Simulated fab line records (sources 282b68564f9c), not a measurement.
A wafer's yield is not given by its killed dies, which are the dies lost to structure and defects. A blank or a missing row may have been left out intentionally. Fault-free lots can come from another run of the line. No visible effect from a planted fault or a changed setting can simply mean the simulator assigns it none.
fab line records -- flow ritCmos
[record] lots = 15, wafers = 45, lastDay = 7
route steps=202 shown NWELL@37 PWELL@49 NRETRO@63 PRETRO@74
lots that met no fault: taken from a fault-free run of the same line
startH: hours from the record's opening day to when the first of the lot's shown wafers began -- waitH: hours since the lot's step before -- " unchanged from the row above -- L1.1+2: a single row standing in for several wafers -- - no value, or no start was given -- * or withheld: withheld -- < > ~ a bound
route shown NAME@n: NAME is a module with steps in the file, n the number in the route of the first one -- usual: average and standard deviation across the fault-free wafers -- same: alike in all rows -- chamber/n: place in a boat -- sites: the reading at each site -- _std_site: their standard deviation -- _edge_site: mean of outer sites minus mean of inner sites -- radiusMm: how far each site lies from the wafer's centre -- mask NAME#n: copy n -- behind: the most recent tool/chamber to have shaped the wafer -- hold: what put the lot on hold/how long, in hours/how the hold closed -- device: which transistor (n, p or np) failed to switch -- end of line: tests run on the same wafers once the route is complete -- where a step has no rows: the recipe by itself -- killed: not the wafer's yield, but the dies lost to structure and defects at the first sort -- map: the dies of a wafer, with x for killed, . for not killed, _ for no die there
set.NAME: the setting as run; set.NAME@STEP: as run at that earlier step -- model.NAME: the simulator's own value behind a step, which no gauge read
a sample of lots followed through the steps of the route, with each step as a table and each wafer as a row
services: a tool's chamber out of use, with start hour (startH, from the record's first day; less than 0 if before it), hours out, and reason
[[steps]]
[step RIT_NWELL_STRIP_09]
[recipe] chemistry = O2, timeS = 180, resist = NOVOLAK, platenTempC = withheld, powerW = 500, pressureMtorr = 4000, o2FlowSccm = 4000
[usual] chamberPressureMTorr = 4000/3.3, drypumpMotorCurrentA = 5.5/0.55
lot.wafer,tool,chamber,startH,waitH,chamberPressureMTorr,drypumpMotorCurrentA,rfHoursCounterH
L501.1,plasmaAsher-03,1,22.04,0.1,4002,5.7,36
L501.2,plasmaAsher-03,0,22.04,0.1,3996,5.6,36
L501.5,plasmaAsher-03,0,22.04,0.1,4004,5.6,-
L502.3,plasmaAsher-03,1,27.23,0.1,4009,5.7,-
L502.4,plasmaAsher-03,0,27.23,0.1,4001,5.6,-
L502.5,plasmaAsher-03,0,27.23,0.1,4005,5.6,-
L503.1,plasmaAsher-03,1,32.16,0.1,4004,5.6,37
L503.2,plasmaAsher-03,0,32.16,0.1,4003,5.6,37
L503.6,plasmaAsher-03,0,32.16,0.1,4001,5.6,-
L504.3,plasmaAsher-01,0,36.73,0.1,4001,4.9,-
L504.5,plasmaAsher-01,0,36.73,0.1,3995,4.9,-
L504.6,plasmaAsher-01,1,36.73,0.1,3996,6.3,-
L510.1,plasmaAsher-02,0,66.42,0.1,3995,5.1,43
L510.3,plasmaAsher-02,1,66.42,0.1,4000,4.7,-
L510.5,plasmaAsher-02,1,66.42,0.1,4001,4.7,-
L511.1,plasmaAsher-01,0,75.33,0.1,-,-,-
L511.4,plasmaAsher-01,0,75.33,0.1,-,-,-
L511.6,plasmaAsher-01,1,75.33,0.1,-,-,-
L512.2,plasmaAsher-02,1,79.23,0.1,-,-,-
L512.5,plasmaAsher-02,0,79.23,0.1,-,-,-
L512.6,plasmaAsher-02,1,79.23,0.1,-,-,-
L513.4,plasmaAsher-01,0,84.28,0.1,-,-,-
L513.5,plasmaAsher-01,1,84.28,0.1,-,-,-
L513.6,plasmaAsher-01,0,84.28,0.1,-,-,-
L516.1,plasmaAsher-01,1,96.80,0.1,4000,6.4,45
L516.5,plasmaAsher-01,0,96.80,0.1,4002,4.9,-
L516.6,plasmaAsher-01,1,96.80,0.1,4001,6.4,-
L519.3,plasmaAsher-01,0,115.89,0.1,3998,4.9,-
L519.4,plasmaAsher-01,1,115.89,0.1,3997,6.4,-
L519.5,plasmaAsher-01,0,115.89,0.1,4001,4.9,-
L520.2,plasmaAsher-03,1,117.61,0.1,4004,5.7,47
L520.3,plasmaAsher-03,0,117.61,0.1,4002,5.6,-
L520.4,plasmaAsher-03,1,117.61,0.1,4001,5.6,-
L521.2,plasmaAsher-03,1,121.18,0.1,3998,5.7,47
L521.4,plasmaAsher-03,1,121.18,0.1,3999,5.7,-
L521.5,plasmaAsher-03,0,121.18,0.1,4001,5.6,-
L522.1,plasmaAsher-01,0,131.65,0.1,4000,4.9,49
L522.4,plasmaAsher-01,1,131.65,0.1,4001,6.4,-
L522.5,plasmaAsher-01,0,131.65,0.1,4003,4.9,-
L523.2,plasmaAsher-01,1,135.98,0.1,4006,6.4,50
L523.3,plasmaAsher-01,0,135.98,0.1,3998,4.9,-
L523.5,plasmaAsher-01,1,135.98,0.1,4000,6.4,-
L524.1,plasmaAsher-03,0,136.83,0.1,4002,5.6,49
L524.3,plasmaAsher-03,1,136.83,0.1,3998,5.7,-
L524.4,plasmaAsher-03,0,136.83,0.1,3996,5.6,-
[step RIT_PWELL_TW_MEAS_10]
[usual] PWELL_TW = 951/7.4
lot.wafer,tool,chamber,startH,waitH,PWELL_TW
L501.1,filmMetro-03,-,24.05,0.1,958
L501.2,filmMetro-03,-,24.05,0.1,959
L501.5,filmMetro-03,-,24.05,0.1,957
L502.3,filmMetro-03,-,28.91,0.1,952
L502.4,filmMetro-03,-,28.91,0.1,948
L502.5,filmMetro-03,-,28.91,0.1,952
L503.1,filmMetro-04,-,34.01,0.1,966
L503.2,filmMetro-04,-,34.01,0.1,963
L503.6,filmMetro-04,-,34.01,0.1,963
L504.3,filmMetro-04,-,38.41,0.1,960
L504.5,filmMetro-04,-,38.41,0.1,965
L504.6,filmMetro-04,-,38.41,0.1,956
L510.1,filmMetro-04,-,68.14,0.1,964
L510.3,filmMetro-04,-,68.14,0.1,962
L510.5,filmMetro-04,-,68.14,0.1,965
L511.1,filmMetro-01,-,77.40,0.1,30
L511.4,filmMetro-01,-,77.40,0.1,30
L511.6,filmMetro-01,-,77.40,0.1,30
L512.2,filmMetro-01,-,81.09,0.1,30
L512.5,filmMetro-01,-,81.09,0.1,30
L512.6,filmMetro-01,-,81.09,0.1,30
L513.4,filmMetro-04,-,85.98,0.1,30
L513.5,filmMetro-04,-,85.98,0.1,30
L513.6,filmMetro-04,-,85.98,0.1,30
L516.1,filmMetro-01,-,98.65,0.1,942
L516.5,filmMetro-01,-,98.65,0.1,946
L516.6,filmMetro-01,-,98.65,0.1,943
L519.3,filmMetro-04,-,117.71,0.1,956
L519.4,filmMetro-04,-,117.71,0.1,953
L519.5,filmMetro-04,-,117.71,0.1,960
L520.2,filmMetro-04,-,119.56,0.1,954
L520.3,filmMetro-04,-,119.56,0.1,954
L520.4,filmMetro-04,-,119.56,0.1,955
L521.2,filmMetro-01,-,123.04,0.1,943
L521.4,filmMetro-01,-,123.04,0.1,949
L521.5,filmMetro-01,-,123.04,0.1,942
L522.1,filmMetro-03,-,133.38,0.1,951
L522.4,filmMetro-03,-,133.38,0.1,950
L522.5,filmMetro-03,-,133.38,0.1,953
L523.2,filmMetro-04,-,137.84,0.1,954
L523.3,filmMetro-04,-,137.84,0.1,955
L523.5,filmMetro-04,-,137.84,0.1,957
L524.1,filmMetro-01,-,138.68,0.1,951
L524.3,filmMetro-01,-,138.68,0.1,948
L524.4,filmMetro-01,-,138.68,0.1,945
[step RIT_NRETRO_TW_MEAS_10]
[usual] NRETRO_TW = 1054/6.6
lot.wafer,tool,chamber,startH,waitH,NRETRO_TW
L501.1,filmMetro-02,-,31.81,0.1,1045
L501.2,filmMetro-02,-,31.81,0.1,1046
L501.5,filmMetro-02,-,31.81,0.1,1052
L502.3,filmMetro-02,-,36.89,0.1,1045
L502.4,filmMetro-02,-,36.89,0.1,1046
L502.5,filmMetro-02,-,36.89,0.1,1046
L503.1,filmMetro-04,-,41.12,0.1,1056
L503.2,filmMetro-04,-,41.12,0.1,1062
L503.6,filmMetro-04,-,41.12,0.1,1063
L504.3,filmMetro-03,-,45.29,0.1,1045
L504.5,filmMetro-03,-,45.29,0.1,1054
L504.6,filmMetro-03,-,45.29,0.1,1051
L510.1,filmMetro-03,-,77.20,0.1,1049
L510.3,filmMetro-03,-,77.20,0.1,1048
L510.5,filmMetro-03,-,77.20,0.1,1044
L511.1,filmMetro-02,-,84.40,0.1,30
L511.4,filmMetro-02,-,84.40,0.1,30
L511.6,filmMetro-02,-,84.40,0.1,30
L512.2,filmMetro-02,-,89.48,0.1,30
L512.5,filmMetro-02,-,89.48,0.1,30
L512.6,filmMetro-02,-,89.48,0.1,30
L513.4,filmMetro-03,-,93.17,0.1,30
L513.5,filmMetro-03,-,93.17,0.1,30
L513.6,filmMetro-03,-,93.17,0.1,30
L516.1,filmMetro-03,-,106.42,0.1,1060
L516.5,filmMetro-03,-,106.42,0.1,1058
L516.6,filmMetro-03,-,106.42,0.1,1058
L519.3,filmMetro-02,-,124.71,0.1,1051
L519.4,filmMetro-02,-,124.71,0.1,1051
L519.5,filmMetro-02,-,124.71,0.1,1048
L520.2,filmMetro-02,-,126.55,0.1,1046
L520.3,filmMetro-02,-,126.55,0.1,1050
L520.4,filmMetro-02,-,126.55,0.1,1044
L521.2,filmMetro-04,-,132.07,0.1,1055
L521.4,filmMetro-04,-,132.07,0.1,1060
L521.5,filmMetro-04,-,132.07,0.1,1059
L522.1,filmMetro-02,-,140.37,0.1,1042
L522.4,filmMetro-02,-,140.37,0.1,1053
L522.5,filmMetro-02,-,140.37,0.1,1048
L523.2,filmMetro-04,-,145.08,0.1,1067
L523.3,filmMetro-04,-,145.08,0.1,1061
L523.5,filmMetro-04,-,145.08,0.1,1067
L524.1,filmMetro-04,-,145.68,0.1,1062
L524.3,filmMetro-04,-,145.68,0.1,1063
L524.4,filmMetro-04,-,145.68,0.1,1060
[step RIT_PRETRO_TW_MEAS_10]
[usual] PRETRO_TW = 473.9/2.2
lot.wafer,tool,chamber,startH,waitH,PRETRO_TW
L501.1,filmMetro-03,-,33.36,0.1,474.9
L501.2,filmMetro-03,-,33.36,0.1,476.3
L501.5,filmMetro-03,-,33.36,0.1,474.7
L502.3,filmMetro-03,-,38.54,0.1,475.2
L502.4,filmMetro-03,-,38.54,0.1,473.9
L502.5,filmMetro-03,-,38.54,0.1,473.5
L503.1,filmMetro-01,-,42.68,0.1,473.2
L503.2,filmMetro-01,-,42.68,0.1,469.5
L503.6,filmMetro-01,-,42.68,0.1,473.7
L504.3,filmMetro-03,-,46.84,0.1,475.9
L504.5,filmMetro-03,-,46.84,0.1,473.9
L504.6,filmMetro-03,-,46.84,0.1,476.4
L510.1,filmMetro-01,-,78.88,0.1,472.8
L510.3,filmMetro-01,-,78.88,0.1,470.9
L510.5,filmMetro-01,-,78.88,0.1,470.8
L511.1,filmMetro-01,-,86.08,0.1,29.7
L511.4,filmMetro-01,-,86.08,0.1,29.7
L511.6,filmMetro-01,-,86.08,0.1,29.7
L512.2,filmMetro-01,-,91.04,0.1,29.8
L512.5,filmMetro-01,-,91.04,0.1,29.7
L512.6,filmMetro-01,-,91.04,0.1,29.6
L513.4,filmMetro-02,-,94.84,0.1,29.9
L513.5,filmMetro-02,-,94.84,0.1,30.0
L513.6,filmMetro-02,-,94.84,0.1,29.9
L516.1,filmMetro-01,-,107.97,0.1,471.9
L516.5,filmMetro-01,-,107.97,0.1,472.2
L516.6,filmMetro-01,-,107.97,0.1,473.5
L519.3,filmMetro-01,-,126.38,0.1,473.4
L519.4,filmMetro-01,-,126.38,0.1,475.6
L519.5,filmMetro-01,-,126.38,0.1,474.7
L520.2,filmMetro-03,-,128.23,0.1,474.2
L520.3,filmMetro-03,-,128.23,0.1,475.1
L520.4,filmMetro-03,-,128.23,0.1,473.2
L521.2,filmMetro-01,-,133.75,0.1,474.4
L521.4,filmMetro-01,-,133.75,0.1,473.1
L521.5,filmMetro-01,-,133.75,0.1,473.6
L522.1,filmMetro-01,-,141.93,0.1,471.6
L522.4,filmMetro-01,-,141.93,0.1,474.6
L522.5,filmMetro-01,-,141.93,0.1,472.4
L523.2,filmMetro-01,-,146.77,0.1,470.5
L523.3,filmMetro-01,-,146.77,0.1,472.3
L523.5,filmMetro-01,-,146.77,0.1,471.7
L524.1,filmMetro-01,-,147.36,0.1,471.8
L524.3,filmMetro-01,-,147.36,0.1,469.8
L524.4,filmMetro-01,-,147.36,0.1,474.9
[[services]]
tool,chamber,startH,hours,kind
plasmaAsher-02,-,108.80,9.0,pm
plasmaAsher-02,0,108.80,9.0,ventCycle
plasmaAsher-02,1,108.80,9.0,ventCycle
plasmaAsher-02,0,117.80,-,clean
plasmaAsher-02,1,117.80,-,clean
[[key]]
[firstSign] step = RIT_NWELL_STRIP_09, reading = toolRecord, direction = missing
[effect] step = RIT_PWELL_TW_MEAS_10, reading = PWELL_TW, direction = down, sigmas = 99+, usual = 951, struck = 30
[effect] step = RIT_NRETRO_TW_MEAS_10, reading = NRETRO_TW, direction = down, sigmas = 99+, usual = 1054, struck = 30
[effect] step = RIT_PRETRO_TW_MEAS_10, reading = PRETRO_TW, direction = down, sigmas = 99+, usual = 473.9, struck = 29.8
metAt RIT_NWELL_STRIP_09
struckLots L511,L512,L513
sortLeftOut L511.1,L511.4,L511.6,L512.2,L512.5,L512.6,L513.4,L513.5,L513.6
testerLeftOut L511,L512,L513
onsetBetween 66.42 75.33
[fault] kind = skippedStepWhole, tool = plasmaAsher-01,plasmaAsher-02, chamber = -, onsetH = 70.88, steps = RIT_NWELL_STRIP_09, scope = struckLotsOnly
// testerLeftOut: of these lots the tester's yield and bins aren't shown, on N5 and GAA mostly nor the transistor test; their killed dies are dies lost to structure and defects alone, not to doping, threshold or leakage, so they don't give the yield
// sortLeftOut: the simulated sort isn't trusted on such a fault, so these wafers' sort isn't shown, and their yield isn't known
